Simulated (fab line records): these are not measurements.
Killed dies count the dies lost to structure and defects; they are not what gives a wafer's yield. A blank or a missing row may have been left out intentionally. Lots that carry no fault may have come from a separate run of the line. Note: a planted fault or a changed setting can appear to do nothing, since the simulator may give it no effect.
fab line records + flow ritCmos
record:
- lots: 14
- wafers: 42
- lastDay: 8
route steps=202 shown PLDD@115 M1@202
lots that met no fault: from a run of the same line without faults
startH: the number of hours between the record's first day and the start of the first shown wafer of the lot + waitH: hours since the lot's step before + " the same as in the row above + L1.1+2: several wafers, shown together as one row + - no value, or no start given + * or withheld: withheld + < > ~ a bound
route shown NAME@n: NAME is a module with steps in the file, n the number in the route of the first one + usual: mean and standard deviation over wafers with no fault + same: alike in all rows + chamber/n: place in a boat + sites: per-site readings + _std_site: standard deviation across them + _edge_site: mean of outer sites minus mean of inner sites + radiusMm: how far each site lies from the wafer's centre + mask NAME#n: copy n + behind: the last tool/chamber to shape the wafer + hold: cause of the lot's hold/its duration in hours/its outcome + device: transistor that didn't switch, given as n, p or np + end of line: the same wafers' tests at the end of the route + for a step that has no rows: nothing shown but its recipe + killed: count of dies lost to structure and defects at first sort (not the wafer's yield) + map: shows each die of a wafer: x if killed, . if not, _ if none is there
set.NAME: the setting the step ran with; set.NAME@STEP: the setting that earlier step ran with + model.NAME: the simulator's own value behind a step, which no gauge read
steps of the route over a sample of lots; a table a step, a row a wafer
== steps ==
step: RIT_PLDD_COAT_01
recipe:
- resist: NOVOLAK
- spinRpm: 3250
- resistThkNm: 1000
usual:
- spinSpeedRpm: 3249.8/2.4
| lot.wafer | tool          | chamber | startH | waitH | spinSpeedRpm |
|-----------|---------------|---------|--------|-------|--------------|
| L634.1    | lithoTrack-03 | 0       | 43.97  | 0.1   | 3252.2       |
| L634.5    | "             | 0       | "      | "     | 3248.3       |
| L634.6    | "             | 0       | "      | "     | 3252.6       |
| L636.2    | lithoTrack-03 | 0       | 58.48  | 0.1   | 3248.2       |
| L636.3    | "             | 0       | "      | "     | 3250.2       |
| L636.6    | "             | 0       | "      | "     | 3252.5       |
| L637.4    | lithoTrack-02 | 0       | 64.62  | 0.1   | 3244.9       |
| L637.5    | "             | 0       | "      | "     | 3248.8       |
| L637.6    | "             | 0       | "      | "     | 3247.4       |
| L638.2    | lithoTrack-02 | 0       | 69.65  | 0.1   | 3246.0       |
| L638.5    | "             | 0       | "      | "     | 3248.8       |
| L638.6    | "             | 0       | "      | "     | 3255.7       |
| L639.2    | lithoTrack-02 | 0       | 72.64  | 0.1   | 3251.2       |
| L639.4    | "             | 0       | "      | "     | 3250.7       |
| L639.6    | "             | 0       | "      | "     | 3247.0       |
| L640.3    | lithoTrack-02 | 0       | 78.35  | 0.1   | 3425.5       |
| L640.4    | "             | 0       | "      | "     | 3428.8       |
| L640.6    | "             | 0       | "      | "     | 3424.0       |
| L643.2    | lithoTrack-02 | 0       | 95.98  | 0.1   | 3430.7       |
| L643.3    | "             | 0       | "      | "     | 3427.8       |
| L643.5    | "             | 0       | "      | "     | 3432.2       |
| L652.2    | lithoTrack-03 | 0       | 150.41 | 0.1   | 3253.4       |
| L652.4    | "             | 0       | "      | "     | 3252.4       |
| L652.6    | "             | 0       | "      | "     | 3252.3       |
| L651.2    | lithoTrack-04 | 0       | 150.49 | 0.1   | 3249.5       |
| L651.3    | "             | 0       | "      | "     | 3247.4       |
| L651.5    | "             | 0       | "      | "     | 3249.0       |
| L653.2    | lithoTrack-04 | 0       | 154.62 | 0.1   | 3247.7       |
| L653.4    | "             | 0       | "      | "     | 3250.4       |
| L653.5    | "             | 0       | "      | "     | 3251.8       |
| L654.1    | lithoTrack-02 | 0       | 165.50 | 0.1   | 3247.5       |
| L654.3    | "             | 0       | "      | "     | 3252.9       |
| L654.5    | "             | 0       | "      | "     | 3245.0       |
| L655.1    | lithoTrack-04 | 0       | 165.74 | 0.1   | 3249.4       |
| L655.3    | "             | 0       | "      | "     | 3254.2       |
| L655.4    | "             | 0       | "      | "     | 3249.2       |
| L656.1    | lithoTrack-03 | 0       | 177.83 | 0.1   | 3250.5       |
| L656.3    | "             | 0       | "      | "     | 3249.8       |
| L656.4    | "             | 0       | "      | "     | 3250.4       |
| L657.3    | lithoTrack-04 | 0       | 178.18 | 0.1   | 3251.0       |
| L657.4    | "             | 0       | "      | "     | 3247.7       |
| L657.5    | "             | 0       | "      | "     | 3249.0       |
step: RIT_M1_PROBE_99
usual:
- killedAtContacts: 0.1/0.24
- killedAtFrontEnd: 7/3.1
- killedDies: 7/3.1
- killedOnRim: 1.9/1.3
- killedOpen: 3.3/1.9
- killedShort: 3.9/2.1
same:
- grossDies: 264
- killed_at_M0_to_M3: 0
- killed_at_M4_up: 0
- killedAtBackSide: 0
- killedAtOther: 0
| lot.wafer | tool      | chamber | startH | waitH | killedAtContacts | killedAtFrontEnd | killedDies | killedOnRim | killedOpen | killedShort |
|-----------|-----------|---------|--------|-------|------------------|------------------|------------|-------------|------------|-------------|
| L634.1    | prober-01 | -       | 58.97  | 0.1   | 0                | 8                | 8          | 5           | 5          | 3           |
| L634.5    | prober-01 | -       | 59.17  | 0.2   | 0                | 8                | 8          | 1           | 6          | 2           |
| L634.6    | prober-01 | -       | 59.22  | 0.2   | 0                | 9                | 9          | 3           | 3          | 6           |
| L636.2    | prober-01 | -       | 73.33  | 0.1   | 0                | 5                | 5          | 2           | 2          | 3           |
| L636.3    | prober-01 | -       | 73.38  | 0.2   | 0                | 5                | 5          | 0           | 2          | 3           |
| L636.6    | prober-01 | -       | 73.53  | 0.2   | 0                | 12               | 12         | 3           | 7          | 5           |
| L637.4    | prober-02 | -       | 79.47  | 0.2   | 0                | 7                | 7          | 1           | 4          | 3           |
| L637.5    | prober-02 | -       | 79.52  | 0.2   | 0                | 9                | 9          | 2           | 6          | 3           |
| L637.6    | prober-02 | -       | 79.57  | 0.2   | 0                | 4                | 4          | 1           | 2          | 2           |
| L638.2    | prober-01 | -       | 85.44  | 0.1   | 0                | 10               | 10         | 2           | 4          | 6           |
| L638.5    | prober-01 | -       | 85.59  | 0.2   | 0                | 3                | 3          | 1           | 2          | 1           |
| L638.6    | prober-01 | -       | 85.64  | 0.2   | 0                | 6                | 6          | 2           | 4          | 2           |
| L639.2    | prober-02 | -       | 88.62  | 0.1   | 0                | 6                | 6          | 2           | 4          | 2           |
| L639.4    | prober-02 | -       | 88.72  | 0.2   | 0                | 4                | 4          | 2           | 2          | 2           |
| L639.6    | prober-02 | -       | 88.82  | 0.2   | 0                | 4                | 4          | 2           | 1          | 3           |
| L640.3    | prober-01 | -       | 93.56  | 0.2   | 0                | 4                | 4          | 1           | 2          | 2           |
| L640.4    | prober-01 | -       | 93.61  | 0.2   | 0                | 7                | 7          | 2           | 4          | 3           |
| L640.6    | prober-01 | -       | 93.71  | 0.2   | 0                | 9                | 9          | 2           | 5          | 4           |
| L643.2    | prober-02 | -       | 111.02 | 0.1   | 0                | 1                | 1          | 0           | 0          | 1           |
| L643.3    | prober-02 | -       | 111.07 | 0.2   | 0                | 6                | 6          | 1           | 1          | 5           |
| L643.5    | prober-02 | -       | 111.17 | 0.2   | 0                | 8                | 8          | 0           | 5          | 3           |
| L652.2    | prober-02 | -       | 165.35 | 0.1   | 0                | 9                | 9          | 2           | 3          | 6           |
| L652.4    | prober-02 | -       | 165.45 | 0.2   | 0                | 11               | 11         | 3           | 5          | 6           |
| L652.6    | prober-02 | -       | 165.55 | 0.2   | 0                | 4                | 4          | 0           | 3          | 1           |
| L651.2    | prober-01 | -       | 166.85 | 0.1   | 0                | 7                | 7          | 2           | 2          | 4           |
| L651.3    | prober-01 | -       | 166.90 | 0.2   | 0                | 8                | 8          | 2           | 3          | 5           |
| L651.5    | prober-01 | -       | 167.00 | 0.2   | 0                | 7                | 7          | 1           | 5          | 2           |
| L653.2    | prober-02 | -       | 169.79 | 0.1   | 0                | 7                | 7          | 2           | 5          | 2           |
| L653.4    | prober-02 | -       | 169.89 | 0.2   | 0                | 17               | 17         | 5           | 8          | 9           |
| L653.5    | prober-02 | -       | 169.94 | 0.2   | 0                | 11               | 11         | 3           | 5          | 6           |
| L654.1    | prober-01 | -       | 180.41 | 0.1   | 1                | 6                | 7          | 2           | 3          | 4           |
| L654.3    | prober-01 | -       | 180.51 | 0.2   | 1                | 7                | 8          | 1           | 3          | 5           |
| L654.5    | prober-01 | -       | 180.61 | 0.2   | 0                | 6                | 6          | 1           | 4          | 2           |
| L655.1    | prober-02 | -       | 181.91 | 0.1   | 0                | 9                | 9          | 1           | 5          | 4           |
| L655.3    | prober-02 | -       | 182.01 | 0.2   | 0                | 12               | 12         | 3           | 6          | 6           |
| L655.4    | prober-02 | -       | 182.06 | 0.2   | 0                | 3                | 3          | 0           | 2          | 1           |
| L656.1    | prober-02 | -       | 194.30 | 0.1   | 1                | 8                | 9          | 3           | 5          | 4           |
| L656.3    | prober-02 | -       | 194.40 | 0.2   | 0                | 5                | 5          | 2           | 3          | 2           |
| L656.4    | prober-02 | -       | 194.45 | 0.2   | 0                | 9                | 9          | 1           | 6          | 3           |
| L657.3    | prober-01 | -       | 195.90 | 0.2   | 0                | 7                | 7          | 2           | 5          | 2           |
| L657.4    | prober-01 | -       | 195.95 | 0.2   | 0                | 8                | 8          | 1           | 1          | 7           |
| L657.5    | prober-01 | -       | 196.00 | 0.2   | 0                | 7                | 7          | 3           | 5          | 2           |
killed by level:class
L634.1 FOX1:geometricParticle:short=2 GATE:geometricParticle:open=2 FOX1:geometricParticle:open=1 REOX:geometricParticle:open=1 SPACER:geometricParticle:open=1 SPACER:geometricParticle:short=1
L634.5 GATE:geometricParticle:open=2 SPACER:geometricParticle:open=2 REOX:geometricParticle:open=1 REOX:geometricParticle:short=1 SPACER:geometricParticle:short=1 SILICIDE:geometricParticle:open=1
L634.6 SILICIDE:geometricParticle:short=3 GATE:geometricParticle:short=2 SPACER:geometricParticle:open=2 FOX2:geometricParticle:open=1 SPACER:geometricParticle:short=1
L636.2 SILICIDE:geometricParticle:short=3 GATE:geometricParticle:open=1 SILICIDE:geometricParticle:open=1
L636.3 GATE:geometricParticle:open=2 GATE:geometricParticle:short=1 REOX:geometricParticle:short=1 SILICIDE:geometricParticle:short=1
L636.6 GATE:geometricParticle:open=3 SILICIDE:geometricParticle:open=3 SPACER:geometricParticle:short=2 SILICIDE:geometricParticle:short=2 GATE:geometricParticle:short=1 SPACER:geometricParticle:open=1
L637.4 REOX:geometricParticle:short=2 REOX:geometricParticle:open=2 FOX1:geometricParticle:short=1 GATE:geometricParticle:open=1 SILICIDE:geometricParticle:open=1
L637.5 GATE:geometricParticle:open=3 FOX1:geometricParticle:open=2 FOX1:geometricParticle:short=2 REOX:geometricParticle:open=1 REOX:geometricParticle:short=1
L637.6 GATE:geometricParticle:short=2 FOX1:geometricParticle:open=1 REOX:geometricParticle:open=1
L638.2 GATE:geometricParticle:short=3 FOX1:geometricParticle:open=1 FOX2:geometricParticle:short=1 GATE:geometricParticle:open=1 REOX:geometricParticle:open=1 REOX:geometricParticle:short=1 SPACER:geometricParticle:open=1 SILICIDE:geometricParticle:short=1
L638.5 FOX2:geometricParticle:open=1 GATE:geometricParticle:short=1 SPACER:geometricParticle:open=1
L638.6 FOX1:geometricParticle:short=1 FOX1:geometricParticle:open=1 GATE:geometricParticle:short=1 GATE:geometricParticle:open=1 REOX:geometricParticle:open=1 SILICIDE:geometricParticle:open=1
L639.2 REOX:geometricParticle:open=2 FOX1:geometricParticle:short=1 FOX2:geometricParticle:open=1 GATE:geometricParticle:open=1 SILICIDE:geometricParticle:short=1
L639.4 GATE:geometricParticle:open=2 GATE:geometricParticle:short=1 SPACER:geometricParticle:short=1
L639.6 REOX:geometricParticle:short=2 GATE:geometricParticle:short=1 GATE:geometricParticle:open=1
L640.3 GATE:geometricParticle:short=2 GATE:geometricParticle:open=1 SPACER:geometricParticle:open=1
L640.4 FOX1:geometricParticle:open=2 FOX1:geometricParticle:short=1 GATE:geometricParticle:short=1 GATE:geometricParticle:open=1 SPACER:geometricParticle:open=1 SPACER:geometricParticle:short=1
L640.6 GATE:geometricParticle:open=3 FOX1:geometricParticle:short=1 FOX1:geometricParticle:open=1 GATE:geometricParticle:short=1 SPACER:geometricParticle:open=1 SPACER:geometricParticle:short=1 SILICIDE:geometricParticle:short=1
L643.2 GATE:geometricParticle:short=1
L643.3 GATE:geometricParticle:short=2 SILICIDE:geometricParticle:short=2 FOX2:geometricParticle:open=1 SPACER:geometricParticle:short=1
L643.5 FOX1:geometricParticle:open=2 GATE:geometricParticle:short=2 ACTIVE:geometricParticle:open=1 GATE:geometricParticle:open=1 REOX:geometricParticle:open=1 SILICIDE:geometricParticle:short=1
L652.2 REOX:geometricParticle:short=3 GATE:geometricParticle:short=2 FOX1:geometricParticle:short=1 GATE:geometricParticle:open=1 REOX:geometricParticle:open=1 SILICIDE:geometricParticle:open=1
L652.4 FOX1:geometricParticle:short=2 REOX:geometricParticle:short=2 FOX1:geometricParticle:open=1 FOX2:geometricParticle:short=1 FOX2:geometricParticle:open=1 GATE:geometricParticle:short=1 GATE:geometricParticle:open=1 REOX:geometricParticle:open=1
L652.6 FOX1:geometricParticle:open=1 FOX2:geometricParticle:open=1 GATE:geometricParticle:open=1 REOX:geometricParticle:short=1
L651.2 GATE:geometricParticle:open=2 SPACER:geometricParticle:short=2 FOX1:geometricParticle:short=1 REOX:geometricParticle:short=1 ACTIVE:coatMicrobubblePrinted=1
L651.3 FOX1:geometricParticle:short=3 FOX1:geometricParticle:open=1 GATE:geometricParticle:short=1 REOX:geometricParticle:open=1 SPACER:geometricParticle:short=1 SILICIDE:geometricParticle:open=1
L651.5 FOX1:geometricParticle:open=2 FOX1:geometricParticle:short=1 FOX2:geometricParticle:open=1 REOX:geometricParticle:open=1 REOX:geometricParticle:short=1 SPACER:geometricParticle:open=1
L653.2 GATE:geometricParticle:open=2 REOX:geometricParticle:open=2 REOX:geometricParticle:short=1 SILICIDE:geometricParticle:short=1 SILICIDE:geometricParticle:open=1
L653.4 REOX:geometricParticle:open=4 GATE:geometricParticle:short=3 REOX:geometricParticle:short=3 FOX1:geometricParticle:short=2 FOX1:geometricParticle:open=1 FOX2:geometricParticle:short=1 GATE:geometricParticle:open=1 SPACER:geometricParticle:open=1
L653.5 GATE:geometricParticle:short=3 REOX:geometricParticle:open=2 FOX1:geometricParticle:open=1 FOX2:geometricParticle:short=1 GATE:geometricParticle:open=1 REOX:geometricParticle:short=1 SPACER:geometricParticle:open=1 SILICIDE:geometricParticle:short=1
L654.1 FOX1:geometricParticle:short=1 FOX1:geometricParticle:open=1 GATE:geometricParticle:open=1 GATE:geometricParticle:short=1 SILICIDE:geometricParticle:open=1 SILICIDE:geometricParticle:short=1 CONTACT:geometricParticle:short=1
L654.3 GATE:geometricParticle:short=3 SPACER:geometricParticle:open=2 FOX1:geometricParticle:short=1 SILICIDE:geometricParticle:open=1 CONTACT:geometricParticle:short=1
L654.5 SPACER:geometricParticle:open=2 FOX1:geometricParticle:short=1 GATE:geometricParticle:open=1 SPACER:geometricParticle:short=1 SILICIDE:geometricParticle:open=1
L655.1 FOX1:geometricParticle:open=2 REOX:geometricParticle:open=2 REOX:geometricParticle:short=2 FOX1:geometricParticle:short=1 SPACER:geometricParticle:short=1 SILICIDE:geometricParticle:open=1
L655.3 GATE:geometricParticle:short=4 GATE:geometricParticle:open=2 REOX:geometricParticle:short=2 FOX1:geometricParticle:open=1 FOX2:geometricParticle:open=1 REOX:geometricParticle:open=1 SILICIDE:geometricParticle:open=1
L655.4 FOX1:geometricParticle:open=1 GATE:geometricParticle:open=1 GATE:geometricParticle:short=1
L656.1 REOX:geometricParticle:short=3 REOX:geometricParticle:open=2 FOX1:geometricParticle:open=1 GATE:geometricParticle:open=1 SILICIDE:geometricParticle:open=1 CONTACT:geometricParticle:short=1
L656.3 SPACER:geometricParticle:open=2 GATE:geometricParticle:short=1 REOX:geometricParticle:short=1 SILICIDE:geometricParticle:open=1
L656.4 REOX:geometricParticle:open=2 SPACER:geometricParticle:short=2 SPACER:geometricParticle:open=2 FOX1:geometricParticle:open=1 FOX2:geometricParticle:open=1 REOX:geometricParticle:short=1
L657.3 GATE:geometricParticle:open=4 GATE:geometricParticle:short=2 FOX2:geometricParticle:open=1
L657.4 SPACER:geometricParticle:short=3 GATE:geometricParticle:short=2 REOX:geometricParticle:short=1 SILICIDE:geometricParticle:short=1 SILICIDE:geometricParticle:open=1
L657.5 GATE:geometricParticle:open=4 FOX1:geometricParticle:open=1 GATE:geometricParticle:short=1 SPACER:geometricParticle:short=1
== key ==
firstSign:
- step: RIT_PLDD_COAT_01
- reading: spinSpeedRpm
- direction: up
- sigmas: 73
- usual: 3249.8
- struck: 3428.2
effect none on later readings
metAt RIT_PLDD_COAT_01
struckLots L640,L643
testerLeftOut L640,L643
onsetBetween 72.64 78.35
fault:
- kind: processParameterDrift
- tool: lithoTrack-02
- chamber: -
- onsetH: 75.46
- steps: RIT_PLDD_COAT_01
- channel: spinRpm
- offset: 176.79
- shape: step
- endH: 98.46
- actsIn: theseRecipesOnly
- stated: 3250
testerLeftOut: of these lots the tester's yield and bins aren't shown, on N5 and GAA mostly nor the transistor test; their killed dies are dies lost to structure and defects alone, not to doping, threshold or leakage, so they don't give the yield
